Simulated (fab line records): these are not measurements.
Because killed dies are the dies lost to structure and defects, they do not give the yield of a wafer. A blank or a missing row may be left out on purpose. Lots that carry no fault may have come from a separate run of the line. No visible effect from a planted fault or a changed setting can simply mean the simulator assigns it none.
What tool caused it? / flow berkeley_cmos170 / 13 lots, 39 wafers sampled, at 5 steps of a route of 331

== WHAT THE GAUGES SHOWED, per wafer ==
UCB170_NWELL_TW_MEAS_16. Usual: NWELL_TW 1243, standard deviation 6.8.
lot=L706; measured=day 2 11:01; on=film_metro-04; NWELL_TW=1250 1247 1251; flag=
lot=L709; measured=day 2 19:46; on=film_metro-01; NWELL_TW=1239 1240 1242; flag=
lot=L712; measured=day 3 15:27; on=film_metro-02; NWELL_TW=1217 1217 1221; flag=OFF
lot=L715; measured=day 4 05:23; on=film_metro-04; NWELL_TW=1248 1250 1246; flag=
lot=L719; measured=day 5 02:43; on=film_metro-02; NWELL_TW=1244 1246 1240; flag=
lot=L721; measured=day 5 13:31; on=film_metro-01; NWELL_TW=1237 1240 1238; flag=
lot=L722; measured=day 6 01:01; on=film_metro-04; NWELL_TW=1236 1251 1239; flag=
lot=L724; measured=day 6 06:32; on=film_metro-01; NWELL_TW=1246 1240 1240; flag=
lot=L725; measured=day 6 13:30; on=film_metro-02; NWELL_TW=1246 1247 1249; flag=
lot=L726; measured=day 6 13:13; on=film_metro-01; NWELL_TW=1231 1235 1234; flag=
lot=L727; measured=day 7 00:42; on=film_metro-01; NWELL_TW=1247 1244 1259; flag=
lot=L728; measured=day 7 01:07; on=film_metro-04; NWELL_TW=1247 1240 1245; flag=
lot=L729; measured=day 7 09:07; on=film_metro-04; NWELL_TW=1244 1250 1244; flag=

UCB170_ACTIVE_THK_MEAS_03. Usual: ACTIVE_OXIDE_THK 26.4 nm, standard deviation 0.51.
lot=L706; measured=day 3 23:50; on=film_metro-03; ACTIVE_OXIDE_THK (nm)=26.3 26.1 26.2; flag=
lot=L709; measured=day 4 10:29; on=film_metro-03; ACTIVE_OXIDE_THK (nm)=25.5 25.4 25.4; flag=
lot=L712; measured=day 5 13:34; on=film_metro-03; ACTIVE_OXIDE_THK (nm)=26.3 26.4 26.8; flag=
lot=L715; measured=day 6 00:26; on=film_metro-03; ACTIVE_OXIDE_THK (nm)=26.0 26.2 26.1; flag=
lot=L719; measured=day 7 01:05; on=film_metro-02; ACTIVE_OXIDE_THK (nm)=26.2 26.4 26.1; flag=
lot=L721; measured=day 7 09:35; on=film_metro-03; ACTIVE_OXIDE_THK (nm)=26.2 25.7 25.6; flag=
lot=L722; measured=day 8 04:16; on=film_metro-03; ACTIVE_OXIDE_THK (nm)=26.5 26.4 26.2; flag=
lot=L724; measured=day 7 22:55; on=film_metro-02; ACTIVE_OXIDE_THK (nm)=27.2 26.9 27.4; flag=
lot=L725; measured=day 8 12:19; on=film_metro-03; ACTIVE_OXIDE_THK (nm)=26.9 27.1 27.1; flag=
lot=L726; measured=day 8 12:19; on=film_metro-01; ACTIVE_OXIDE_THK (nm)=26.9 26.7 26.6; flag=
lot=L727; measured=day 9 07:25; on=film_metro-01; ACTIVE_OXIDE_THK (nm)=26.6 26.4 26.7; flag=
lot=L728; measured=day 9 07:31; on=film_metro-01; ACTIVE_OXIDE_THK (nm)=27.0 26.9 26.9; flag=
lot=L729; measured=day 9 07:25; on=film_metro-03; ACTIVE_OXIDE_THK (nm)=26.6 26.5 26.4; flag=

UCB170_PLDD_CD_MEAS_06 targets a cd of 1200 nm. Usual: 1199.8 nm for cd_nm, sd 1.1.
lot=L706; measured=day 6 22:42; on=cd_sem-01; cd_nm (nm)=1199.7 1199.9 1199.7; flag=
lot=L709; measured=day 7 04:42; on=cd_sem-01; cd_nm (nm)=1200.0 1200.7 1199.6; flag=
lot=L712; measured=day 8 09:32; on=cd_sem-01; cd_nm (nm)=1199.6 1199.1 1199.2; flag=
lot=L715; measured=day 8 09:17; on=cd_sem-02; cd_nm (nm)=1199.8 1199.3 1199.0; flag=
lot=L719; measured=day 10 00:16; on=cd_sem-02; cd_nm (nm)=1200.6 1200.1 1202.2; flag=
lot=L721; measured=day 10 13:53; on=cd_sem-02; cd_nm (nm)=1199.9 1200.3 1199.2; flag=
lot=L722; measured=day 10 22:24; on=cd_sem-01; cd_nm (nm)=1198.8 1199.8 1199.4; flag=
lot=L724; measured=day 10 22:29; on=cd_sem-02; cd_nm (nm)=1197.8 1200.9 1198.1; flag=
lot=L725; measured=day 11 14:53; on=cd_sem-01; cd_nm (nm)=1200.4 1200.3 1200.8; flag=
lot=L726; measured=day 11 15:11; on=cd_sem-02; cd_nm (nm)=1200.3 1199.0 1199.2; flag=
lot=L727; measured=day 12 04:56; on=cd_sem-01; cd_nm (nm)=1200.7 1201.8 1201.3; flag=
lot=L728; measured=day 12 04:44; on=cd_sem-02; cd_nm (nm)=1199.3 1198.3 1200.0; flag=
lot=L729; measured=day 12 04:26; on=cd_sem-01; cd_nm (nm)=1200.4 1200.8 1200.5; flag=

== EACH LOT AND THE TOOL THAT RAN IT (in order: tool; ch and the chambers of the sampled wafers; start) ==
lot=L706; UCB170_ZERO_STRIP_07=plasma_asher-01 ch 0,1, day 1 21:50; UCB170_NWELL_IMPLANT_14=implanter-04 ch 0, day 2 10:46
lot=L709; UCB170_ZERO_STRIP_07=plasma_asher-02 ch 0,1, day 2 10:13; UCB170_NWELL_IMPLANT_14=implanter-01 ch 0, day 2 19:31
lot=L712; UCB170_ZERO_STRIP_07=plasma_asher-02 ch 0,1, day 3 01:49; UCB170_NWELL_IMPLANT_14=implanter-04 ch 0, day 3 15:12
lot=L715; UCB170_ZERO_STRIP_07=plasma_asher-04 ch 0,1, day 3 14:11; UCB170_NWELL_IMPLANT_14=implanter-01 ch 0, day 4 05:09
lot=L719; UCB170_ZERO_STRIP_07=plasma_asher-02 ch 0,1, day 4 15:31; UCB170_NWELL_IMPLANT_14=implanter-02 ch 0, day 5 02:30
lot=L721; UCB170_ZERO_STRIP_07=plasma_asher-02 ch 0,1, day 5 01:20; UCB170_NWELL_IMPLANT_14=implanter-02 ch 0, day 5 13:16
lot=L722; UCB170_ZERO_STRIP_07=plasma_asher-02 ch 0,1, day 5 07:27; UCB170_NWELL_IMPLANT_14=implanter-02 ch 0, day 6 00:46
lot=L724; UCB170_ZERO_STRIP_07=plasma_asher-02 ch 0,1, day 5 15:17; UCB170_NWELL_IMPLANT_14=implanter-01 ch 0, day 6 06:17
lot=L725; UCB170_ZERO_STRIP_07=plasma_asher-01 ch 0,1, day 5 23:04; UCB170_NWELL_IMPLANT_14=implanter-01 ch 0, day 6 13:15
lot=L726; UCB170_ZERO_STRIP_07=plasma_asher-04 ch 0,1, day 5 23:23; UCB170_NWELL_IMPLANT_14=implanter-02 ch 0, day 6 12:58
lot=L727; UCB170_ZERO_STRIP_07=plasma_asher-01 ch 0,1, day 6 06:26; UCB170_NWELL_IMPLANT_14=implanter-04 ch 0, day 7 00:27
lot=L728; UCB170_ZERO_STRIP_07=plasma_asher-02 ch 0,1, day 6 11:46; UCB170_NWELL_IMPLANT_14=implanter-02 ch 0, day 7 00:55
lot=L729; UCB170_ZERO_STRIP_07=plasma_asher-02 ch 0,1, day 6 17:22; UCB170_NWELL_IMPLANT_14=implanter-01 ch 0, day 7 08:52
- UCB170_ZERO_STRIP_07: strips in O2.
- UCB170_NWELL_IMPLANT_14

== AS READ BY THE TOOLS THEMSELVES (means over the sampled wafers that have a number; for cases with no such wafer, the mark the record gives instead) ==
UCB170_ZERO_STRIP_07. Usual: drypump_motor_current_A 5.7 A, standard deviation 0.39; oes_product_au 0.727 a.u., standard deviation 0.0044; strip_time_to_endpoint_s 21.49 s, standard deviation 0.064.
lot=L706; tool=plasma_asher-01; drypump_motor_current_A (A)=5.4; oes_product_au (a.u.)=0.729; strip_time_to_endpoint_s (s)=21.53; flag=
lot=L709; tool=plasma_asher-02; drypump_motor_current_A (A)=6.0; oes_product_au (a.u.)=0.723; strip_time_to_endpoint_s (s)=21.50; flag=
lot=L712; tool=plasma_asher-02; drypump_motor_current_A (A)=5.7; oes_product_au (a.u.)=0.723; strip_time_to_endpoint_s (s)=21.51; flag=
lot=L715; tool=plasma_asher-04; drypump_motor_current_A (A)=5.8; oes_product_au (a.u.)=0.726; strip_time_to_endpoint_s (s)=21.55; flag=
lot=L719; tool=plasma_asher-02; drypump_motor_current_A (A)=6.0; oes_product_au (a.u.)=0.724; strip_time_to_endpoint_s (s)=21.58; flag=
lot=L721; tool=plasma_asher-02; drypump_motor_current_A (A)=5.7; oes_product_au (a.u.)=0.728; strip_time_to_endpoint_s (s)=21.56; flag=
lot=L722; tool=plasma_asher-02; drypump_motor_current_A (A)=5.7; oes_product_au (a.u.)=0.729; strip_time_to_endpoint_s (s)=21.47; flag=
lot=L724; tool=plasma_asher-02; drypump_motor_current_A (A)=5.7; oes_product_au (a.u.)=0.726; strip_time_to_endpoint_s (s)=21.49; flag=
lot=L725; tool=plasma_asher-01; drypump_motor_current_A (A)=5.2; oes_product_au (a.u.)=0.725; strip_time_to_endpoint_s (s)=21.41; flag=
lot=L726; tool=plasma_asher-04; drypump_motor_current_A (A)=5.8; oes_product_au (a.u.)=0.734; strip_time_to_endpoint_s (s)=21.54; flag=
lot=L727; tool=plasma_asher-01; drypump_motor_current_A (A)=5.4; oes_product_au (a.u.)=0.732; strip_time_to_endpoint_s (s)=21.35; flag=
lot=L728; tool=plasma_asher-02; drypump_motor_current_A (A)=6.0; oes_product_au (a.u.)=0.728; strip_time_to_endpoint_s (s)=21.46; flag=
lot=L729; tool=plasma_asher-02; drypump_motor_current_A (A)=5.7; oes_product_au (a.u.)=0.726; strip_time_to_endpoint_s (s)=21.45; flag=

UCB170_NWELL_IMPLANT_14. Usual: tilt_deg 7.000 degrees, standard deviation 0.018.
lot=L706; tool=implanter-04; tilt_deg (degrees)=7.030; flag=
lot=L709; tool=implanter-01; tilt_deg (degrees)=7.008; flag=
lot=L712; tool=implanter-04; tilt_deg (degrees)=6.982; flag=
lot=L715; tool=implanter-01; tilt_deg (degrees)=7.002; flag=
lot=L719; tool=implanter-02; tilt_deg (degrees)=7.001; flag=
lot=L721; tool=implanter-02; tilt_deg (degrees)=7.005; flag=
lot=L722; tool=implanter-02; tilt_deg (degrees)=6.983; flag=
lot=L724; tool=implanter-01; tilt_deg (degrees)=7.003; flag=
lot=L725; tool=implanter-01; tilt_deg (degrees)=7.022; flag=
lot=L726; tool=implanter-02; tilt_deg (degrees)=6.990; flag=
lot=L727; tool=implanter-04; tilt_deg (degrees)=6.999; flag=
lot=L728; tool=implanter-02; tilt_deg (degrees)=7.009; flag=
lot=L729; tool=implanter-01; tilt_deg (degrees)=6.997; flag=

== THE ANSWER, worked out from the rows above alone ==
Rule: a lot counts as off when the mean over its wafers that have a number is more than 3 standard deviations away from the usual mean. Also off: a lot with no number at a reading for which 4 or more lots have one. All remaining lots with rows at the step are treated as sound. Order of review: gauges by route order, followed by the tools' own readings, for which a lot's mean as printed above is used. At the first step where some lot is off, the reading lying furthest off is the one used; lots without a number count as furthest.
Off: at UCB170_NWELL_TW_MEAS_16 (NWELL_TW), L712.
A tool fits if, at a process step before that reading, it ran every lot that is off, and no sound lot after the first of them. The gauges at UCB170_NWELL_TW_MEAS_16 are tried like those tools. Not one of the candidates tried fits.

== WHAT THE SIMULATOR PUT IN ==
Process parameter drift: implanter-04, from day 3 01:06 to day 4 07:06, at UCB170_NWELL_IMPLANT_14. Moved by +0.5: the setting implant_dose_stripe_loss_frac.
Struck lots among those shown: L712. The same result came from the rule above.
